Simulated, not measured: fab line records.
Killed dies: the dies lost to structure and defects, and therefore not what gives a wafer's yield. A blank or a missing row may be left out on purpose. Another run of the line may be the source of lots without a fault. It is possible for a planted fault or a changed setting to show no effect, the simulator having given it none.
Which tool is to blame? -- flow berkeley-cmos170 -- 42 wafers from 14 lots sampled at 5 of the route's 331 steps

## WHAT THE GAUGES SHOWED, per wafer
UCB170_GATE_THK_MEAS_05.
lot,measured,on,GATE_POLY_THK (nm)
L866,day 5 21:23,film-metro-02,211.9 211.7 211.4
L868,day 6 04:51,film-metro-01,211.9 215.3 211.6
L867,day 6 04:52,film-metro-02,215.0 214.8 215.1
L870,day 6 23:11,film-metro-02,213.8 213.6 213.2
L873,day 7 11:38,film-metro-01,213.2 213.3 210.9
L874,day 7 17:40,film-metro-02,212.4 213.0 211.4
L876,day 8 02:58,film-metro-02,213.4 215.7 214.2
L877,day 8 15:24,film-metro-03,214.6 215.5 214.5
L878,day 8 15:25,film-metro-02,212.2 213.6 211.2
L880,day 9 05:29,film-metro-03,212.9 215.2 214.9
L881,day 9 05:29,film-metro-01,211.8 213.6 215.8
L885,day 9 20:33,film-metro-02,208.8 208.4 209.3
L889,day 10 20:52,film-metro-02,213.2 212.3 211.3
L888,day 10 20:55,film-metro-03,209.7 211.5 209.2

UCB170_SPACER_THK_MEAS_01.
lot,measured,on,SPACER_TEOS_THK (nm)
L866,day 6 06:04,film-metro-04,370 367 372
L868,day 6 10:26,film-metro-02,372 371 377
L867,day 6 10:13,film-metro-02,369 377 381
L870,day 7 05:35,film-metro-03,367 377 377
L873,day 7 17:15,film-metro-02,364 367 373
L874,day 8 01:46,film-metro-02,376 378 380
L876,day 8 10:05,film-metro-04,382 379 382
L877,day 8 20:50,film-metro-04,364 365 376
L878,day 8 21:28,film-metro-04,372 376 387
L880,day 9 12:27,film-metro-03,372 369 377
L881,day 9 12:46,film-metro-04,367 372 373
L885,day 10 03:14,film-metro-03,369 363 373
L889,day 11 02:33,film-metro-02,381 375 379
L888,day 11 02:50,film-metro-03,368 366 375

UCB170_SDANNEAL_RS_MEAS_04: uses a four-point probe to measure.
lot,measured,on,PLDD_RS (ohm/sq)
L866,day 6 15:19,film-metro-04,1032.2 1027.2 1029.9
L868,day 6 19:15,film-metro-03,1026.5 1028.5 1028.6
L867,day 6 18:44,film-metro-04,1035.3 1034.9 1037.0
L870,day 7 15:52,film-metro-03,1032.8 1029.0 1031.2
L873,day 8 02:34,film-metro-03,1030.3 1034.0 1030.6
L874,day 8 11:20,film-metro-04,1035.4 1034.0 1036.0
L876,day 8 19:09,film-metro-01,1030.2 1031.8 1030.2
L877,day 9 09:59,film-metro-03,1034.1 1033.5 1032.0
L878,day 9 10:09,film-metro-01,1032.6 1032.9 1033.1
L880,day 9 20:22,film-metro-01,1108.3 1125.8 1127.6
L881,day 9 20:32,film-metro-03,1092.8 1079.4 1047.0
L885,day 10 13:16,film-metro-04,1034.1 1036.8 1035.3
L889,day 11 17:01,film-metro-04,1034.7 1035.7 1032.7
L888,day 11 17:16,film-metro-03,1030.8 1030.8 1032.1

## TOOL THAT RAN EACH LOT (tool first, then ch and the chambers of the sampled wafers, then the start)
lot,UCB170_PLDD_STRIP_10,UCB170_SPACER_ANNEAL_02
L866,"plasma-asher-02 ch 0,1, day 6 00:34","furnace-03 ch 0, day 6 09:25"
L868,"plasma-asher-03 ch 0,1, day 6 08:08","furnace-01 ch 0, day 6 13:04"
L867,"plasma-asher-02 ch 0,1, day 6 07:52","furnace-01 ch 0, day 6 13:04"
L870,"plasma-asher-03 ch 0,1, day 7 02:41","furnace-01 ch 0, day 7 09:08"
L873,"plasma-asher-04 ch 0,1, day 7 15:14","furnace-03 ch 0, day 7 19:13"
L874,"plasma-asher-04 ch 0,1, day 7 23:19","furnace-01 ch 0, day 8 04:58"
L876,"plasma-asher-03 ch 0,1, day 8 06:09","furnace-01 ch 0, day 8 12:43"
L877,"plasma-asher-02 ch 0,1, day 8 18:41","furnace-03 ch 0, day 9 01:11"
L878,"plasma-asher-03 ch 0,1, day 8 18:59","furnace-03 ch 0, day 9 01:11"
L880,"plasma-asher-04 ch 0,1, day 9 10:00","furnace-03 ch 0, day 9 13:47"
L881,"plasma-asher-02 ch 0,1, day 9 10:11","furnace-03 ch 0, day 9 13:47"
L885,"plasma-asher-04 ch 0,1, day 9 23:47","furnace-02 ch 0, day 10 03:25"
L889,"plasma-asher-02 ch 0,1, day 11 00:24","furnace-01 ch 0, day 11 07:47"
L888,"plasma-asher-04 ch 0,1, day 11 00:38","furnace-01 ch 0, day 11 07:47"
- UCB170_PLDD_STRIP_10: strips in O2.
- UCB170_SPACER_ANNEAL_02: time 1800 s.

## WHAT THE TOOLS THEMSELVES READ (means of the sampled wafers that have a number; where no wafer has one, the mark that the record gives instead)
UCB170_PLDD_STRIP_10.
lot,tool,chamber-pressure-mTorr (mTorr),drypump-motor-current-A (A),oes-product-au (a.u.),strip-time-to-endpoint-s (s)
L866,plasma-asher-02,3501,5.7,0.738,21.63
L868,plasma-asher-03,3500,5.5,0.735,21.67
L867,plasma-asher-02,3501,5.7,0.730,21.61
L870,plasma-asher-03,3503,5.6,0.728,21.68
L873,plasma-asher-04,3501,5.9,0.734,21.57
L874,plasma-asher-04,3499,5.6,0.733,21.61
L876,plasma-asher-03,3502,5.4,0.730,21.60
L877,plasma-asher-02,3502,5.7,0.741,21.52
L878,plasma-asher-03,3502,5.4,0.731,21.74
L880,plasma-asher-04,3500,5.9,0.730,21.70
L881,plasma-asher-02,3501,5.3,0.730,21.60
L885,plasma-asher-04,3499,5.6,0.733,21.61
L889,plasma-asher-02,3501,5.7,0.734,21.61
L888,plasma-asher-04,3500,5.9,0.731,21.60

UCB170_SPACER_ANNEAL_02.
lot,tool,spike-tc-centre-C (C),zone-power-centre-pct (%),zone-power-load-pct (%),zone-power-source-pct (%)
L866,furnace-03,902.7,48,25.0,26.0
L868,furnace-01,900.4,43,26.2,24.1
L867,furnace-01,900.9,42,25.8,24.3
L870,furnace-01,901.7,42,25.8,24.6
L873,furnace-03,902.5,49,25.4,26.0
L874,furnace-01,900.5,42,25.7,24.2
L876,furnace-01,900.2,43,25.9,24.6
L877,furnace-03,902.7,48,25.5,26.1
L878,furnace-03,901.8,48,25.4,26.2
L880,furnace-03,866.1,32,27.7,28.3
L881,furnace-03,865.8,32,27.6,28.2
L885,furnace-02,902.4,41,25.0,25.7
L889,furnace-01,901.4,42,25.8,24.4
L888,furnace-01,900.8,43,26.1,24.8

## THE ANSWER, worked out from the rows above alone
Rule: usual is defined by the lots themselves. The widest of any qualifying gaps counts: lots, ordered by their means at a reading, are off when they make up no more than a third of the lots, leave a main group of 4 or more, and stand apart from it by 3 or more times the standard deviation of that group's means. Not used: any main group whose means are identical at the precision the tables above print for the reading. Also off: a lot with no number at a reading for which 4 or more lots have one. All remaining lots with rows at the step are treated as sound. Order of review: gauges by route order, followed by the tools' own readings, for which a lot's mean as printed above is used. At the first step where some lot is off, the reading lying furthest off is the one used; lots without a number count as furthest.
Off: at UCB170_SDANNEAL_RS_MEAS_04 (PLDD_RS), L880, L881. The main group has a mean of 1032.4 ohm/sq with a standard deviation of 2.4.
A tool fits if, at a process step before that reading, it ran every lot that is off, and no sound lot after the first of them. The gauges at UCB170_SDANNEAL_RS_MEAS_04 aren't tried: what is off there is off at UCB170_SPACER_ANNEAL_02 too, on other tools, and a gauge's error can't cause that. One fits: UCB170_SPACER_ANNEAL_02 on furnace-03. A fault onset in the window from L877 (day 9 01:11, its last sound lot) to L880 (day 9 13:47, its first lot off) fits.
The tool's own readings at UCB170_SPACER_ANNEAL_02 bear it out: on the lots that are off they differ by more than 5 times the standard deviation of the sound lots' means. spike-tc-centre-C reads 866.0 C there against 901.5 C on the sound lots; zone-power-load-pct reads 27.6 % there against 25.6 % on the sound lots.

## WHAT THE SIMULATOR PUT IN
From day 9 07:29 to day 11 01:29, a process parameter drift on furnace-03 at UCB170_SPACER_ANNEAL_02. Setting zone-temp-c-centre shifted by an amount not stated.
Struck lots among those shown: L880, L881. The rule given above showed the same thing.
